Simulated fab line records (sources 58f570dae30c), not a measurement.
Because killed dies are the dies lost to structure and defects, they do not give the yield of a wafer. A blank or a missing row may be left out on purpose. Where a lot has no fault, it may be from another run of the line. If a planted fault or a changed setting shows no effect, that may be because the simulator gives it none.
fab line records / flow berkeleyCmos170
record lots=14 wafers=42 lastDay=12
route steps=331 shown NWELL@25 PWELL@51 WELLDRIVE@57 NVT@112
lots with no fault: from the same line, run without faults
startH: hours from the record's opening day to when the first of the lot's shown wafers began / waitH: hours elapsed since this lot's preceding step / " repeats the value in the row above / L1.1+2: one row covering several wafers at once / - no value, or no start given / * or withheld: withheld / < > ~ a bound
route shown NAME@n: a module of which the file shows steps, and the number in the route of the first / usual: average and standard deviation across the fault-free wafers / same: alike in all rows / chamber/n: place in a boat / sites: per-site readings / _std_site: standard deviation across them / _edge_site: inner sites' mean taken away from outer sites' mean / radiusMm: for every site, how far away it sits from the centre of the wafer / mask NAME#n: copy n / behind: the tool/chamber that last shaped the wafer / hold: reason for holding the lot/hours on hold/outcome of the hold / device: which transistor (n, p or np) failed to switch / end of line: the same wafers' tests at the end of the route / a step given without rows: its recipe and nothing more / killed: not the wafer's yield, but the dies lost to structure and defects at the first sort / map: a wafer's dies, x killed, . not, _ none there
set.NAME: the setting the step ran with; set.NAME@STEP: the setting that earlier step ran with / model.NAME: the simulator's own value behind a step, which no gauge read
route steps across a sampled set of lots; one table per step, one row per wafer
services: when a tool's chamber went out of use (startH, in hours from the record's first day, below 0 if earlier), for how many hours, and the reason
## steps
# step UCB170_NWELL_DEVELOP_11
# recipe developer=TMAH developTimeS=45 resist=KrF devTempC=21
# usual chillPlateTempC=23.01/0.11 developerTempC=21.00/0.11
lot.wafer=L490.1 tool=lithoTrack-04 chamber=0 startH=26 waitH=- chillPlateTempC=23.23 developerTempC=21.06
lot.wafer=L490.5 tool=lithoTrack-04 chamber=0 startH=26 waitH=- chillPlateTempC=23.31 developerTempC=21.20
lot.wafer=L490.6 tool=lithoTrack-04 chamber=0 startH=26 waitH=- chillPlateTempC=23.07 developerTempC=21.10
lot.wafer=L491.1 tool=lithoTrack-03 chamber=0 startH=33 waitH=- chillPlateTempC=22.97 developerTempC=20.85
lot.wafer=L491.2 tool=lithoTrack-03 chamber=0 startH=33 waitH=- chillPlateTempC=22.85 developerTempC=21.04
lot.wafer=L491.4 tool=lithoTrack-03 chamber=0 startH=33 waitH=- chillPlateTempC=22.94 developerTempC=20.84
lot.wafer=L492.4 tool=lithoTrack-03 chamber=0 startH=45 waitH=- chillPlateTempC=23.03 developerTempC=20.84
lot.wafer=L492.5 tool=lithoTrack-03 chamber=0 startH=45 waitH=- chillPlateTempC=23.33 developerTempC=20.95
lot.wafer=L492.6 tool=lithoTrack-03 chamber=0 startH=45 waitH=- chillPlateTempC=23.05 developerTempC=20.87
lot.wafer=L493.1 tool=lithoTrack-04 chamber=0 startH=52 waitH=- chillPlateTempC=23.09 developerTempC=20.94
lot.wafer=L493.3 tool=lithoTrack-04 chamber=0 startH=52 waitH=- chillPlateTempC=23.08 developerTempC=21.04
lot.wafer=L493.4 tool=lithoTrack-04 chamber=0 startH=52 waitH=- chillPlateTempC=23.03 developerTempC=20.95
lot.wafer=L495.1 tool=lithoTrack-04 chamber=0 startH=58 waitH=- chillPlateTempC=23.01 developerTempC=20.88
lot.wafer=L495.4 tool=lithoTrack-04 chamber=0 startH=58 waitH=- chillPlateTempC=22.99 developerTempC=20.78
lot.wafer=L495.6 tool=lithoTrack-04 chamber=0 startH=58 waitH=- chillPlateTempC=23.04 developerTempC=21.02
lot.wafer=L494.2 tool=lithoTrack-01 chamber=0 startH=58 waitH=- chillPlateTempC=23.01 developerTempC=20.99
lot.wafer=L494.4 tool=lithoTrack-01 chamber=0 startH=58 waitH=- chillPlateTempC=22.92 developerTempC=20.98
lot.wafer=L494.5 tool=lithoTrack-01 chamber=0 startH=58 waitH=- chillPlateTempC=22.90 developerTempC=20.91
lot.wafer=L499.1 tool=lithoTrack-01 chamber=0 startH=80 waitH=- chillPlateTempC=22.66 developerTempC=21.11
lot.wafer=L499.4 tool=lithoTrack-01 chamber=0 startH=80 waitH=- chillPlateTempC=22.96 developerTempC=21.09
lot.wafer=L499.6 tool=lithoTrack-01 chamber=0 startH=80 waitH=- chillPlateTempC=22.90 developerTempC=20.98
lot.wafer=L503.1 tool=lithoTrack-04 chamber=0 startH=101 waitH=- chillPlateTempC=22.96 developerTempC=20.96
lot.wafer=L503.4 tool=lithoTrack-04 chamber=0 startH=101 waitH=- chillPlateTempC=22.90 developerTempC=21.04
lot.wafer=L503.5 tool=lithoTrack-04 chamber=0 startH=101 waitH=- chillPlateTempC=23.11 developerTempC=21.08
lot.wafer=L504.1 tool=lithoTrack-01 chamber=0 startH=103 waitH=- chillPlateTempC=23.03 developerTempC=20.76
lot.wafer=L504.5 tool=lithoTrack-01 chamber=0 startH=103 waitH=- chillPlateTempC=23.09 developerTempC=20.85
lot.wafer=L504.6 tool=lithoTrack-01 chamber=0 startH=103 waitH=- chillPlateTempC=23.01 developerTempC=20.96
lot.wafer=L505.1 tool=lithoTrack-01 chamber=0 startH=103 waitH=- chillPlateTempC=23.08 developerTempC=21.00
lot.wafer=L505.2 tool=lithoTrack-01 chamber=0 startH=103 waitH=- chillPlateTempC=23.10 developerTempC=20.96
lot.wafer=L505.6 tool=lithoTrack-01 chamber=0 startH=103 waitH=- chillPlateTempC=23.03 developerTempC=21.02
lot.wafer=L507.1 tool=lithoTrack-03 chamber=0 startH=121 waitH=- chillPlateTempC=22.82 developerTempC=21.15
lot.wafer=L507.3 tool=lithoTrack-03 chamber=0 startH=121 waitH=- chillPlateTempC=22.95 developerTempC=21.09
lot.wafer=L507.5 tool=lithoTrack-03 chamber=0 startH=121 waitH=- chillPlateTempC=22.90 developerTempC=20.92
lot.wafer=L509.2 tool=lithoTrack-04 chamber=0 startH=124 waitH=- chillPlateTempC=22.79 developerTempC=21.08
lot.wafer=L509.3 tool=lithoTrack-04 chamber=0 startH=124 waitH=- chillPlateTempC=22.94 developerTempC=21.14
lot.wafer=L509.5 tool=lithoTrack-04 chamber=0 startH=125 waitH=- chillPlateTempC=22.86 developerTempC=20.99
lot.wafer=L511.1 tool=lithoTrack-04 chamber=0 startH=140 waitH=- chillPlateTempC=23.17 developerTempC=21.25
lot.wafer=L511.2 tool=lithoTrack-04 chamber=0 startH=140 waitH=- chillPlateTempC=23.03 developerTempC=21.04
lot.wafer=L511.3 tool=lithoTrack-04 chamber=0 startH=140 waitH=- chillPlateTempC=23.10 developerTempC=21.06
lot.wafer=L513.4 tool=lithoTrack-04 chamber=0 startH=144 waitH=- chillPlateTempC=22.93 developerTempC=20.95
lot.wafer=L513.5 tool=lithoTrack-04 chamber=0 startH=144 waitH=- chillPlateTempC=22.96 developerTempC=21.09
lot.wafer=L513.6 tool=lithoTrack-04 chamber=0 startH=144 waitH=- chillPlateTempC=22.92 developerTempC=21.02
# step UCB170_NWELL_TW_MEAS_16
# usual NWELL_TW=1254/6.2
lot.wafer=L490.1 tool=filmMetro-02 chamber=- startH=27.07 waitH=0.1 NWELL_TW=1257
lot.wafer=L490.5 tool=filmMetro-02 chamber=- startH=27.07 waitH=0.1 NWELL_TW=1254
lot.wafer=L490.6 tool=filmMetro-02 chamber=- startH=27.07 waitH=0.1 NWELL_TW=1253
lot.wafer=L491.1 tool=filmMetro-02 chamber=- startH=34.31 waitH=0.1 NWELL_TW=1255
lot.wafer=L491.2 tool=filmMetro-02 chamber=- startH=34.31 waitH=0.1 NWELL_TW=1250
lot.wafer=L491.4 tool=filmMetro-02 chamber=- startH=34.31 waitH=0.1 NWELL_TW=1253
lot.wafer=L492.4 tool=filmMetro-01 chamber=- startH=45.68 waitH=0.1 NWELL_TW=1242
lot.wafer=L492.5 tool=filmMetro-01 chamber=- startH=45.68 waitH=0.1 NWELL_TW=1239
lot.wafer=L492.6 tool=filmMetro-01 chamber=- startH=45.68 waitH=0.1 NWELL_TW=1248
lot.wafer=L493.1 tool=filmMetro-01 chamber=- startH=52.87 waitH=0.1 NWELL_TW=1254
lot.wafer=L493.3 tool=filmMetro-01 chamber=- startH=52.87 waitH=0.1 NWELL_TW=1245
lot.wafer=L493.4 tool=filmMetro-01 chamber=- startH=52.87 waitH=0.1 NWELL_TW=1247
lot.wafer=L495.1 tool=filmMetro-01 chamber=- startH=59.16 waitH=0.1 NWELL_TW=1254
lot.wafer=L495.4 tool=filmMetro-01 chamber=- startH=59.16 waitH=0.1 NWELL_TW=1257
lot.wafer=L495.6 tool=filmMetro-01 chamber=- startH=59.16 waitH=0.1 NWELL_TW=1247
lot.wafer=L494.2 tool=filmMetro-02 chamber=- startH=59.20 waitH=0.1 NWELL_TW=1262
lot.wafer=L494.4 tool=filmMetro-02 chamber=- startH=59.20 waitH=0.1 NWELL_TW=1264
lot.wafer=L494.5 tool=filmMetro-02 chamber=- startH=59.20 waitH=0.1 NWELL_TW=1262
lot.wafer=L499.1 tool=filmMetro-01 chamber=- startH=80.93 waitH=0.1 NWELL_TW=432
lot.wafer=L499.4 tool=filmMetro-01 chamber=- startH=80.93 waitH=0.1 NWELL_TW=421
lot.wafer=L499.6 tool=filmMetro-01 chamber=- startH=80.93 waitH=0.1 NWELL_TW=415
lot.wafer=L503.1 tool=filmMetro-01 chamber=- startH=101.81 waitH=0.1 NWELL_TW=1252
lot.wafer=L503.4 tool=filmMetro-01 chamber=- startH=101.81 waitH=0.1 NWELL_TW=1255
lot.wafer=L503.5 tool=filmMetro-01 chamber=- startH=101.81 waitH=0.1 NWELL_TW=1254
lot.wafer=L504.1 tool=filmMetro-01 chamber=- startH=104.02 waitH=0.1 NWELL_TW=408
lot.wafer=L504.5 tool=filmMetro-01 chamber=- startH=104.02 waitH=0.1 NWELL_TW=418
lot.wafer=L504.6 tool=filmMetro-01 chamber=- startH=104.02 waitH=0.1 NWELL_TW=409
lot.wafer=L505.1 tool=filmMetro-03 chamber=- startH=104.29 waitH=0.1 NWELL_TW=393
lot.wafer=L505.2 tool=filmMetro-03 chamber=- startH=104.29 waitH=0.1 NWELL_TW=382
lot.wafer=L505.6 tool=filmMetro-03 chamber=- startH=104.29 waitH=0.1 NWELL_TW=398
lot.wafer=L507.1 tool=filmMetro-03 chamber=- startH=122.35 waitH=0.1 NWELL_TW=1259
lot.wafer=L507.3 tool=filmMetro-03 chamber=- startH=122.35 waitH=0.1 NWELL_TW=1255
lot.wafer=L507.5 tool=filmMetro-03 chamber=- startH=122.35 waitH=0.1 NWELL_TW=1259
lot.wafer=L509.2 tool=filmMetro-03 chamber=- startH=125.46 waitH=0.1 NWELL_TW=1248
lot.wafer=L509.3 tool=filmMetro-03 chamber=- startH=125.46 waitH=0.1 NWELL_TW=1264
lot.wafer=L509.5 tool=filmMetro-03 chamber=- startH=125.46 waitH=0.1 NWELL_TW=1255
lot.wafer=L511.1 tool=filmMetro-01 chamber=- startH=141.38 waitH=0.1 NWELL_TW=1245
lot.wafer=L511.2 tool=filmMetro-01 chamber=- startH=141.38 waitH=0.1 NWELL_TW=1252
lot.wafer=L511.3 tool=filmMetro-01 chamber=- startH=141.38 waitH=0.1 NWELL_TW=1254
lot.wafer=L513.4 tool=filmMetro-01 chamber=- startH=144.59 waitH=0.1 NWELL_TW=1258
lot.wafer=L513.5 tool=filmMetro-01 chamber=- startH=144.59 waitH=0.1 NWELL_TW=1256
lot.wafer=L513.6 tool=filmMetro-01 chamber=- startH=144.59 waitH=0.1 NWELL_TW=1257
# step UCB170_PWELL_TW_MEAS_17
# usual PWELL_TW=382.2/2.4
lot.wafer=L490.1 tool=filmMetro-03 chamber=- startH=45.88 waitH=0.1 PWELL_TW=382.1
lot.wafer=L490.5 tool=filmMetro-03 chamber=- startH=45.88 waitH=0.1 PWELL_TW=384.3
lot.wafer=L490.6 tool=filmMetro-03 chamber=- startH=45.88 waitH=0.1 PWELL_TW=382.7
lot.wafer=L491.1 tool=filmMetro-04 chamber=- startH=53.59 waitH=0.1 PWELL_TW=384.7
lot.wafer=L491.2 tool=filmMetro-04 chamber=- startH=53.59 waitH=0.1 PWELL_TW=383.9
lot.wafer=L491.4 tool=filmMetro-04 chamber=- startH=53.59 waitH=0.1 PWELL_TW=384.1
lot.wafer=L492.4 tool=filmMetro-04 chamber=- startH=65.76 waitH=0.1 PWELL_TW=383.7
lot.wafer=L492.5 tool=filmMetro-04 chamber=- startH=65.76 waitH=0.1 PWELL_TW=382.8
lot.wafer=L492.6 tool=filmMetro-04 chamber=- startH=65.76 waitH=0.1 PWELL_TW=384.3
lot.wafer=L493.1 tool=filmMetro-03 chamber=- startH=71.73 waitH=0.1 PWELL_TW=379.5
lot.wafer=L493.3 tool=filmMetro-03 chamber=- startH=71.73 waitH=0.1 PWELL_TW=382.0
lot.wafer=L493.4 tool=filmMetro-03 chamber=- startH=71.73 waitH=0.1 PWELL_TW=382.1
lot.wafer=L494.2 tool=filmMetro-03 chamber=- startH=76.43 waitH=0.1 PWELL_TW=381.1
lot.wafer=L494.4 tool=filmMetro-03 chamber=- startH=76.43 waitH=0.1 PWELL_TW=380.4
lot.wafer=L494.5 tool=filmMetro-03 chamber=- startH=76.43 waitH=0.1 PWELL_TW=381.5
lot.wafer=L495.1 tool=filmMetro-01 chamber=- startH=76.66 waitH=0.1 PWELL_TW=382.1
lot.wafer=L495.4 tool=filmMetro-01 chamber=- startH=76.66 waitH=0.1 PWELL_TW=379.9
lot.wafer=L495.6 tool=filmMetro-01 chamber=- startH=76.66 waitH=0.1 PWELL_TW=379.2
lot.wafer=L503.1 tool=filmMetro-04 chamber=- startH=122.41 waitH=0.1 PWELL_TW=384.0
lot.wafer=L503.4 tool=filmMetro-04 chamber=- startH=122.41 waitH=0.1 PWELL_TW=383.9
lot.wafer=L503.5 tool=filmMetro-04 chamber=- startH=122.41 waitH=0.1 PWELL_TW=385.0
lot.wafer=L507.1 tool=filmMetro-01 chamber=- startH=139.11 waitH=0.1 PWELL_TW=381.7
lot.wafer=L507.3 tool=filmMetro-01 chamber=- startH=139.11 waitH=0.1 PWELL_TW=379.1
lot.wafer=L507.5 tool=filmMetro-01 chamber=- startH=139.11 waitH=0.1 PWELL_TW=380.5
lot.wafer=L509.2 tool=filmMetro-01 chamber=- startH=142.41 waitH=0.1 PWELL_TW=381.0
lot.wafer=L509.3 tool=filmMetro-01 chamber=- startH=142.41 waitH=0.1 PWELL_TW=380.1
lot.wafer=L509.5 tool=filmMetro-01 chamber=- startH=142.41 waitH=0.1 PWELL_TW=378.5
lot.wafer=L511.1 tool=filmMetro-03 chamber=- startH=161.23 waitH=0.1 PWELL_TW=380.8
lot.wafer=L511.2 tool=filmMetro-03 chamber=- startH=161.23 waitH=0.1 PWELL_TW=380.3
lot.wafer=L511.3 tool=filmMetro-03 chamber=- startH=161.23 waitH=0.1 PWELL_TW=380.7
lot.wafer=L513.4 tool=filmMetro-04 chamber=- startH=164.18 waitH=0.1 PWELL_TW=383.6
lot.wafer=L513.5 tool=filmMetro-04 chamber=- startH=164.18 waitH=0.1 PWELL_TW=385.0
lot.wafer=L513.6 tool=filmMetro-04 chamber=- startH=164.18 waitH=0.1 PWELL_TW=383.4
# step UCB170_WELLDRIVE_THK_MEAS_02
# recipe reads=SiO2_of_WELLDRIVE_OXIDATION_01
# usual WELLDRIVE_OXIDE_THK=201/4.2
lot.wafer=L490.1 tool=filmMetro-04 chamber=- startH=56.93 waitH=0.0 WELLDRIVE_OXIDE_THK[nm]=202
lot.wafer=L490.5 tool=filmMetro-04 chamber=- startH=56.93 waitH=0.0 WELLDRIVE_OXIDE_THK[nm]=200
lot.wafer=L490.6 tool=filmMetro-04 chamber=- startH=56.93 waitH=0.0 WELLDRIVE_OXIDE_THK[nm]=205
lot.wafer=L491.1 tool=filmMetro-01 chamber=- startH=65.78 waitH=0.0 WELLDRIVE_OXIDE_THK[nm]=210
lot.wafer=L491.2 tool=filmMetro-01 chamber=- startH=65.78 waitH=0.0 WELLDRIVE_OXIDE_THK[nm]=210
lot.wafer=L491.4 tool=filmMetro-01 chamber=- startH=65.78 waitH=0.0 WELLDRIVE_OXIDE_THK[nm]=207
lot.wafer=L492.4 tool=filmMetro-02 chamber=- startH=78.13 waitH=0.0 WELLDRIVE_OXIDE_THK[nm]=203
lot.wafer=L492.5 tool=filmMetro-02 chamber=- startH=78.13 waitH=0.0 WELLDRIVE_OXIDE_THK[nm]=201
lot.wafer=L492.6 tool=filmMetro-02 chamber=- startH=78.13 waitH=0.0 WELLDRIVE_OXIDE_THK[nm]=201
lot.wafer=L493.1 tool=filmMetro-04 chamber=- startH=82.71 waitH=0.0 WELLDRIVE_OXIDE_THK[nm]=202
lot.wafer=L493.3 tool=filmMetro-04 chamber=- startH=82.71 waitH=0.0 WELLDRIVE_OXIDE_THK[nm]=202
lot.wafer=L493.4 tool=filmMetro-04 chamber=- startH=82.71 waitH=0.0 WELLDRIVE_OXIDE_THK[nm]=205
lot.wafer=L495.1 tool=filmMetro-04 chamber=- startH=88.51 waitH=0.0 WELLDRIVE_OXIDE_THK[nm]=197
lot.wafer=L495.4 tool=filmMetro-04 chamber=- startH=88.51 waitH=0.0 WELLDRIVE_OXIDE_THK[nm]=201
lot.wafer=L495.6 tool=filmMetro-04 chamber=- startH=88.51 waitH=0.0 WELLDRIVE_OXIDE_THK[nm]=204
lot.wafer=L494.2 tool=filmMetro-01 chamber=- startH=88.52 waitH=0.0 WELLDRIVE_OXIDE_THK[nm]=202
lot.wafer=L494.4 tool=filmMetro-01 chamber=- startH=88.52 waitH=0.0 WELLDRIVE_OXIDE_THK[nm]=198
lot.wafer=L494.5 tool=filmMetro-01 chamber=- startH=88.52 waitH=0.0 WELLDRIVE_OXIDE_THK[nm]=198
lot.wafer=L503.1 tool=filmMetro-04 chamber=- startH=131.86 waitH=0.0 WELLDRIVE_OXIDE_THK[nm]=201
lot.wafer=L503.4 tool=filmMetro-04 chamber=- startH=131.86 waitH=0.0 WELLDRIVE_OXIDE_THK[nm]=203
lot.wafer=L503.5 tool=filmMetro-04 chamber=- startH=131.86 waitH=0.0 WELLDRIVE_OXIDE_THK[nm]=201
lot.wafer=L507.1 tool=filmMetro-04 chamber=- startH=154.73 waitH=0.0 WELLDRIVE_OXIDE_THK[nm]=199
lot.wafer=L507.3 tool=filmMetro-04 chamber=- startH=154.73 waitH=0.0 WELLDRIVE_OXIDE_THK[nm]=201
lot.wafer=L507.5 tool=filmMetro-04 chamber=- startH=154.73 waitH=0.0 WELLDRIVE_OXIDE_THK[nm]=199
lot.wafer=L509.2 tool=filmMetro-01 chamber=- startH=154.74 waitH=0.0 WELLDRIVE_OXIDE_THK[nm]=207
lot.wafer=L509.3 tool=filmMetro-01 chamber=- startH=154.74 waitH=0.0 WELLDRIVE_OXIDE_THK[nm]=205
lot.wafer=L509.5 tool=filmMetro-01 chamber=- startH=154.74 waitH=0.0 WELLDRIVE_OXIDE_THK[nm]=207
lot.wafer=L511.1 tool=filmMetro-01 chamber=- startH=172.66 waitH=0.0 WELLDRIVE_OXIDE_THK[nm]=204
lot.wafer=L511.2 tool=filmMetro-01 chamber=- startH=172.66 waitH=0.0 WELLDRIVE_OXIDE_THK[nm]=207
lot.wafer=L511.3 tool=filmMetro-01 chamber=- startH=172.66 waitH=0.0 WELLDRIVE_OXIDE_THK[nm]=207
lot.wafer=L513.4 tool=filmMetro-01 chamber=- startH=177.85 waitH=0.0 WELLDRIVE_OXIDE_THK[nm]=200
lot.wafer=L513.5 tool=filmMetro-01 chamber=- startH=177.85 waitH=0.0 WELLDRIVE_OXIDE_THK[nm]=200
lot.wafer=L513.6 tool=filmMetro-01 chamber=- startH=177.85 waitH=0.0 WELLDRIVE_OXIDE_THK[nm]=200
# step UCB170_NVT_STRIP_08
# recipe chemistry=O2 powerW=400 pressureMtorr=3500 platenTempC=withheld o2FlowSccm=400 overashFraction=0.5
# usual drypumpMotorCurrentA=5.8/0.57 oesProductAu=0.735/0.005 stripTimeToEndpointS=21.63/0.049
lot.wafer=L490.1 tool=plasmaAsher-03 chamber=0 startH=103.33 waitH=0.1 drypumpMotorCurrentA=6.0 oesProductAu=0.742 rfHoursCounterH=39 stripTimeToEndpointS=21.60
lot.wafer=L490.5 tool=plasmaAsher-03 chamber=0 startH=103.33 waitH=0.1 drypumpMotorCurrentA=6.0 oesProductAu=0.738 rfHoursCounterH=- stripTimeToEndpointS=21.61
lot.wafer=L490.6 tool=plasmaAsher-03 chamber=1 startH=103.33 waitH=0.1 drypumpMotorCurrentA=6.4 oesProductAu=0.739 rfHoursCounterH=- stripTimeToEndpointS=21.58
lot.wafer=L491.1 tool=plasmaAsher-02 chamber=1 startH=112.99 waitH=0.1 drypumpMotorCurrentA=6.0 oesProductAu=0.740 rfHoursCounterH=38 stripTimeToEndpointS=21.62
lot.wafer=L491.2 tool=plasmaAsher-02 chamber=0 startH=112.99 waitH=0.1 drypumpMotorCurrentA=4.8 oesProductAu=0.744 rfHoursCounterH=38 stripTimeToEndpointS=21.55
lot.wafer=L491.4 tool=plasmaAsher-02 chamber=1 startH=112.99 waitH=0.1 drypumpMotorCurrentA=6.0 oesProductAu=0.726 rfHoursCounterH=- stripTimeToEndpointS=21.63
lot.wafer=L492.4 tool=plasmaAsher-04 chamber=0 startH=127.78 waitH=0.1 drypumpMotorCurrentA=5.6 oesProductAu=0.729 rfHoursCounterH=- stripTimeToEndpointS=21.64
lot.wafer=L492.5 tool=plasmaAsher-04 chamber=1 startH=127.78 waitH=0.1 drypumpMotorCurrentA=6.1 oesProductAu=0.738 rfHoursCounterH=- stripTimeToEndpointS=21.69
lot.wafer=L492.6 tool=plasmaAsher-04 chamber=0 startH=127.78 waitH=0.1 drypumpMotorCurrentA=5.6 oesProductAu=0.735 rfHoursCounterH=- stripTimeToEndpointS=21.69
lot.wafer=L493.1 tool=plasmaAsher-03 chamber=0 startH=137.64 waitH=0.1 drypumpMotorCurrentA=6.0 oesProductAu=0.733 rfHoursCounterH=44 stripTimeToEndpointS=21.66
lot.wafer=L493.3 tool=plasmaAsher-03 chamber=0 startH=137.64 waitH=0.1 drypumpMotorCurrentA=6.0 oesProductAu=0.733 rfHoursCounterH=- stripTimeToEndpointS=21.69
lot.wafer=L493.4 tool=plasmaAsher-03 chamber=1 startH=137.64 waitH=0.1 drypumpMotorCurrentA=6.4 oesProductAu=0.733 rfHoursCounterH=- stripTimeToEndpointS=21.62
lot.wafer=L494.2 tool=plasmaAsher-02 chamber=0 startH=138.19 waitH=0.1 drypumpMotorCurrentA=4.8 oesProductAu=0.731 rfHoursCounterH=41 stripTimeToEndpointS=21.67
lot.wafer=L494.4 tool=plasmaAsher-02 chamber=0 startH=138.19 waitH=0.1 drypumpMotorCurrentA=4.8 oesProductAu=0.731 rfHoursCounterH=- stripTimeToEndpointS=21.67
lot.wafer=L494.5 tool=plasmaAsher-02 chamber=0 startH=138.19 waitH=0.1 drypumpMotorCurrentA=4.8 oesProductAu=0.738 rfHoursCounterH=- stripTimeToEndpointS=21.62
lot.wafer=L495.1 tool=plasmaAsher-04 chamber=0 startH=138.28 waitH=0.1 drypumpMotorCurrentA=5.6 oesProductAu=0.732 rfHoursCounterH=38 stripTimeToEndpointS=21.62
lot.wafer=L495.4 tool=plasmaAsher-04 chamber=0 startH=138.28 waitH=0.1 drypumpMotorCurrentA=5.6 oesProductAu=0.739 rfHoursCounterH=- stripTimeToEndpointS=21.60
lot.wafer=L495.6 tool=plasmaAsher-04 chamber=0 startH=138.28 waitH=0.1 drypumpMotorCurrentA=5.6 oesProductAu=0.737 rfHoursCounterH=- stripTimeToEndpointS=21.62
lot.wafer=L503.1 tool=plasmaAsher-03 chamber=1 startH=184.69 waitH=0.1 drypumpMotorCurrentA=6.4 oesProductAu=0.735 rfHoursCounterH=49 stripTimeToEndpointS=21.68
lot.wafer=L503.4 tool=plasmaAsher-03 chamber=0 startH=184.69 waitH=0.1 drypumpMotorCurrentA=6.0 oesProductAu=0.732 rfHoursCounterH=- stripTimeToEndpointS=21.65
lot.wafer=L503.5 tool=plasmaAsher-03 chamber=1 startH=184.69 waitH=0.1 drypumpMotorCurrentA=6.4 oesProductAu=0.737 rfHoursCounterH=- stripTimeToEndpointS=21.65
lot.wafer=L509.2 tool=plasmaAsher-03 chamber=0 startH=195.26 waitH=0.1 drypumpMotorCurrentA=6.0 oesProductAu=0.737 rfHoursCounterH=51 stripTimeToEndpointS=21.65
lot.wafer=L509.3 tool=plasmaAsher-03 chamber=0 startH=195.26 waitH=0.1 drypumpMotorCurrentA=6.0 oesProductAu=0.736 rfHoursCounterH=- stripTimeToEndpointS=21.59
lot.wafer=L509.5 tool=plasmaAsher-03 chamber=0 startH=195.26 waitH=0.1 drypumpMotorCurrentA=6.0 oesProductAu=0.731 rfHoursCounterH=- stripTimeToEndpointS=21.56
lot.wafer=L507.1 tool=plasmaAsher-02 chamber=1 startH=196.37 waitH=0.1 drypumpMotorCurrentA=6.0 oesProductAu=0.740 rfHoursCounterH=48 stripTimeToEndpointS=21.55
lot.wafer=L507.3 tool=plasmaAsher-02 chamber=0 startH=196.37 waitH=0.1 drypumpMotorCurrentA=4.8 oesProductAu=0.738 rfHoursCounterH=- stripTimeToEndpointS=21.56
lot.wafer=L507.5 tool=plasmaAsher-02 chamber=1 startH=196.37 waitH=0.1 drypumpMotorCurrentA=6.0 oesProductAu=0.727 rfHoursCounterH=- stripTimeToEndpointS=21.59
lot.wafer=L513.4 tool=plasmaAsher-03 chamber=0 startH=217.36 waitH=0.1 drypumpMotorCurrentA=6.0 oesProductAu=0.737 rfHoursCounterH=- stripTimeToEndpointS=21.59
lot.wafer=L513.5 tool=plasmaAsher-03 chamber=1 startH=217.36 waitH=0.1 drypumpMotorCurrentA=6.4 oesProductAu=0.730 rfHoursCounterH=- stripTimeToEndpointS=21.55
lot.wafer=L513.6 tool=plasmaAsher-03 chamber=0 startH=217.36 waitH=0.1 drypumpMotorCurrentA=6.0 oesProductAu=0.747 rfHoursCounterH=- stripTimeToEndpointS=21.63
lot.wafer=L511.1 tool=plasmaAsher-02 chamber=0 startH=217.69 waitH=0.1 drypumpMotorCurrentA=4.8 oesProductAu=0.734 rfHoursCounterH=51 stripTimeToEndpointS=21.64
lot.wafer=L511.2 tool=plasmaAsher-02 chamber=1 startH=217.69 waitH=0.1 drypumpMotorCurrentA=6.0 oesProductAu=0.740 rfHoursCounterH=51 stripTimeToEndpointS=21.60
lot.wafer=L511.3 tool=plasmaAsher-02 chamber=1 startH=217.69 waitH=0.1 drypumpMotorCurrentA=6.0 oesProductAu=0.737 rfHoursCounterH=- stripTimeToEndpointS=21.64
## services
tool=plasmaAsher-02 chamber=- startH=9.12 hours=3.5 kind=repair
tool=plasmaAsher-02 chamber=- startH=45.27 hours=14.6 kind=pm
tool=plasmaAsher-04 chamber=- startH=83.46 hours=1.4 kind=repair
tool=plasmaAsher-04 chamber=- startH=211.67 hours=28.1 kind=pm
## key
firstSign step=UCB170_NWELL_TW_MEAS_16 reading=NWELL_TW direction=down sigmas=99+ usual=1254 struck=408
effect none on later readings
metAt UCB170_NWELL_DEVELOP_11
struckLots L499,L504,L505
laterRowsLeftOut L499.1,L499.4,L499.6,L504.1,L504.5,L504.6,L505.1,L505.2,L505.6
sortLeftOut L499.1,L499.4,L499.6,L504.1,L504.5,L504.6,L505.1,L505.2,L505.6
testerLeftOut L499,L504,L505
notActingAt UCB170_PWELL_TW_MEAS_17,UCB170_WELLDRIVE_THK_MEAS_02,UCB170_NVT_STRIP_08
onsetBetween 58 80
fault kind=processParameterDrift tool=lithoTrack-01 chamber=- onsetH=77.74 steps=UCB170_NWELL_DEVELOP_11 channel=developTimeS offset=* shape=step endH=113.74 actsIn=* stated=*
# testerLeftOut: of these lots the tester's yield and bins aren't shown, on N5 and GAA mostly nor the transistor test; their killed dies are dies lost to structure and defects alone, not to doping, threshold or leakage, so they don't give the yield
# sortLeftOut: the simulated sort isn't trusted on such a fault, so these wafers' sort isn't shown, and their yield isn't known
# laterRowsLeftOut: the simulator's readings of these wafers behind a module that went badly wrong aren't trusted and aren't shown, but for the sort
